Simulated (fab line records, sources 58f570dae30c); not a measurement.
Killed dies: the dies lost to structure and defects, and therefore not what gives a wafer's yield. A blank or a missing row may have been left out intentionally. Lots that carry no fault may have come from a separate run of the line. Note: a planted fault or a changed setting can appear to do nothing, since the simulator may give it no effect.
What tool caused it? ; flow berkeley_cmos170 ; 14 lots with 42 wafers sampled at 6 steps, on a route of 331 steps

== WHAT EACH GAUGE READ, for each wafer ==
UCB170_NWELL_OVL_MEAS_12. Usual: for NWELL_OVL the level is -2 nm and the standard deviation is 6.9.
lot;measured;on;NWELL_OVL (nm);flag
L113;day 2 15:54;overlay-01;-16 -3 -4;
L114;day 2 21:01;overlay-01;0 3 -5;
L115;day 2 21:25;overlay-01;5 0 2;
L118;day 3 12:42;overlay-01;2 0 0;
L119;day 3 22:19;overlay-02;-7 -9 4;
L120;day 3 22:26;overlay-02;2 3 5;
L121;day 4 06:20;overlay-01;-10 -1 -6;
L124;day 4 15:32;overlay-02;0 1 -2;
L123;day 4 15:44;overlay-02;-9 -4 -11;
L128;day 5 08:17;overlay-01;2 3 9;
L130;day 6 00:58;overlay-01;-10 -10 -11;
L134;day 6 21:49;overlay-01;0 6 5;
L135;day 7 06:17;overlay-01;10 0 6;
L136;day 7 06:34;overlay-02;5 11 1;

UCB170_FIELD_THK_MEAS_90. Usual: for FIELD_OXIDE_LEFT_1_THK the level is 437 nm and the standard deviation is 15.
lot;measured;on;FIELD_OXIDE_LEFT_1_THK (nm);flag
L113;day 5 11:11;film_metro-04;439 440 436;
L114;day 5 23:03;film_metro-03;406 410 406;
L115;day 5 23:05;film_metro-02;417 418 424;
L118;day 6 11:42;film_metro-03;426 418 419;
L119;day 6 23:26;film_metro-03;440 439 436;
L120;day 6 23:27;film_metro-04;428 427 421;
L121;day 7 09:25;film_metro-04;441 432 444;
L124;day 7 15:48;film_metro-04;446 447 440;
L123;day 7 15:48;film_metro-03;449 451 450;
L128;day 8 16:40;film_metro-04;427 425 436;
L130;day 9 07:58;film_metro-03;434 455 450;
L134;day 10 19:40;film_metro-03;441 436 437;
L135;day 10 19:39;film_metro-04;454 453 444;
L136;day 10 19:39;film_metro-02;458 446 450;

UCB170_NLDD_TW_MEAS_11. Usual: for NLDD_TW the level is 2212 and the standard deviation is 16.
lot;measured;on;NLDD_TW;flag
L113;day 7 04:03;film_metro-03;2229 2229 2226;
L114;day 7 18:49;film_metro-01;2177 2178 2185;
L115;day 7 18:38;film_metro-02;2235 2238 2230;
L118;day 8 06:49;film_metro-02;2206 2217 2213;
L119;day 8 20:28;film_metro-01;2198 2194 2191;
L120;day 8 19:55;film_metro-02;2217 2221 2212;
L121;day 9 03:08;film_metro-02;2102 2106 2107 2116 2118 2114;OFF
L124;day 9 08:20;film_metro-02;2223 2219 2221;
L123;day 9 09:05;film_metro-01;2084 2085 2080 2076 2083 2078;OFF
L128;day 10 16:18;film_metro-03;2222 2230 2247;
L130;day 11 07:20;film_metro-01;2194 2187 2192;
L134;day 12 19:52;film_metro-03;2208 2228 2221;
L135;day 12 19:46;film_metro-01;2200 2210 2190;
L136;day 12 19:39;film_metro-02;2219 2211 2210;

UCB170_SDANNEAL_RS_MEAS_05: a four-point-probe measurement. Usual: for NLDD_RS the level is 617.0 ohm/sq and the standard deviation is 1.7.
lot;measured;on;NLDD_RS (ohm/sq);flag
L113;day 7 15:54;film_metro-02;614.7 616.4 616.7;
L114;day 8 06:44;film_metro-03;617.7 617.7 616.8;
L115;day 8 07:01;film_metro-01;619.1 617.1 618.5;
L118;day 8 20:35;film_metro-02;616.5 617.0 616.4;
L119;day 9 07:52;film_metro-03;620.4 619.4 618.3;
L120;day 9 08:10;film_metro-01;615.2 615.8 615.7;
L121;day 9 22:26;film_metro-02;694.8 692.8 696.6 694.7 695.3 696.7;OFF
L124;day 9 21:58;film_metro-03;617.0 615.8 616.7;
L123;day 9 23:18;film_metro-01;696.9 698.9 696.7 697.7 699.7 696.3;OFF
L128;day 11 04:34;film_metro-02;615.4 616.0 614.8;
L130;day 11 20:04;film_metro-03;615.9 617.0 616.7;
L134;day 13 05:47;film_metro-03;616.2 616.3 617.3;
L135;day 13 06:20;film_metro-01;616.8 616.7 617.9;
L136;day 13 05:39;film_metro-01;617.4 616.7 616.5;

UCB170_M1_CD_MEAS_90: the cd target is 700 nm. Usual: cd_nm 700.2 nm, standard deviation 2.7.
lot;measured;on;cd_nm (nm);flag
L113;day 8 00:10;cd_sem-01;700.9 701.2 702.5;
L114;day 8 13:49;cd_sem-02;698.8 698.2 696.3;
L115;day 8 16:08;cd_sem-01;702.7 701.8 702.1;
L118;day 9 04:11;cd_sem-01;698.3 699.7 700.4;
L119;day 9 14:28;cd_sem-02;696.4 702.4 701.1;
L120;day 9 14:48;cd_sem-02;699.3 698.9 700.2;
L124;day 10 05:02;cd_sem-02;701.5 701.6 700.2;
L128;day 11 14:16;cd_sem-01;701.7 699.8 702.6;
L130;day 12 03:01;cd_sem-02;703.1 704.0 702.0;
L134;day 13 15:20;cd_sem-02;698.9 696.5 698.3;
L135;day 13 15:46;cd_sem-02;695.5 696.1 696.0;
L136;day 13 15:03;cd_sem-02;700.2 699.9 699.8;

== WHAT TOOL EACH LOT RAN ON (gives the tool, then ch and the chambers of the sampled wafers, and finally the start) ==
lot;UCB170_NLDD_IMPLANT_08
L113;implanter-04 ch 0, day 7 03:39
L114;implanter-01 ch 0, day 7 18:25
L115;implanter-04 ch 0, day 7 18:17
L118;implanter-04 ch 0, day 8 06:26
L119;implanter-04 ch 0, day 8 20:04
L120;implanter-01 ch 0, day 8 19:33
L121;implanter-04 ch 0, day 9 02:45
L124;implanter-02 ch 0, day 9 07:57
L123;implanter-04 ch 0, day 9 08:41
L128;implanter-02 ch 0, day 10 15:55
L130;implanter-02 ch 0, day 11 06:56
L134;implanter-04 ch 0, day 12 19:28
L135;implanter-01 ch 0, day 12 19:23
L136;implanter-02 ch 0, day 12 19:17
- UCB170_NLDD_IMPLANT_08

== WHAT THE TOOLS THEMSELVES READ (means of the sampled wafers that have a number; where no wafer has one, the mark that the record gives instead) ==
UCB170_NLDD_IMPLANT_08. Usual: beam_energy_keV 30.000, standard deviation 0.0089; dose_ions_cm2 4.999e+13, standard deviation 4.9e+10; faraday_current_uA 158, standard deviation 3.2.
lot;tool;beam_energy_keV;dose_ions_cm2;faraday_current_uA;flag
L113;implanter-04;29.989;5.006e+13;156;
L114;implanter-01;29.991;4.990e+13;162;
L115;implanter-04;30.005;4.995e+13;160;
L118;implanter-04;30.009;4.999e+13;159;
L119;implanter-04;29.995;5.003e+13;159;
L120;implanter-01;29.992;4.999e+13;155;
L121;implanter-04;30.006;3.351e+13;105;OFF
L124;implanter-02;30.004;4.998e+13;156;
L123;implanter-04;29.996;3.348e+13;103;OFF
L128;implanter-02;30.004;4.995e+13;157;
L130;implanter-02;30.001;5.002e+13;159;
L134;implanter-04;30.014;4.994e+13;160;
L135;implanter-01;29.993;5.004e+13;163;
L136;implanter-02;29.998;5.000e+13;159;

== THE ANSWER, worked out from the rows above alone ==
Rule: a lot counts as off when the mean over its wafers that have a number is more than 3 standard deviations away from the usual mean. A lot without any number at a reading at which 4 lots or more have one is off too. All remaining lots with rows at the step are treated as sound. After the gauges, taken in route order, come the tools' own readings; for these a lot's mean is taken, as printed above. At the first step where some lot is off, the reading lying furthest off is the one used; lots without a number count as furthest.
Off: L121, L123, at UCB170_NLDD_TW_MEAS_11 (NLDD_TW).
If a tool, at a process step before that reading, ran all the lots that are off and no sound lot after the first of them, it fits. Not tried: the gauges at UCB170_NLDD_TW_MEAS_11; whatever is off there is also off at UCB170_NLDD_IMPLANT_08, on other tools, and gauge error can't account for it. None of those tried fits.

== WHAT WAS PUT IN BY THE SIMULATOR ==
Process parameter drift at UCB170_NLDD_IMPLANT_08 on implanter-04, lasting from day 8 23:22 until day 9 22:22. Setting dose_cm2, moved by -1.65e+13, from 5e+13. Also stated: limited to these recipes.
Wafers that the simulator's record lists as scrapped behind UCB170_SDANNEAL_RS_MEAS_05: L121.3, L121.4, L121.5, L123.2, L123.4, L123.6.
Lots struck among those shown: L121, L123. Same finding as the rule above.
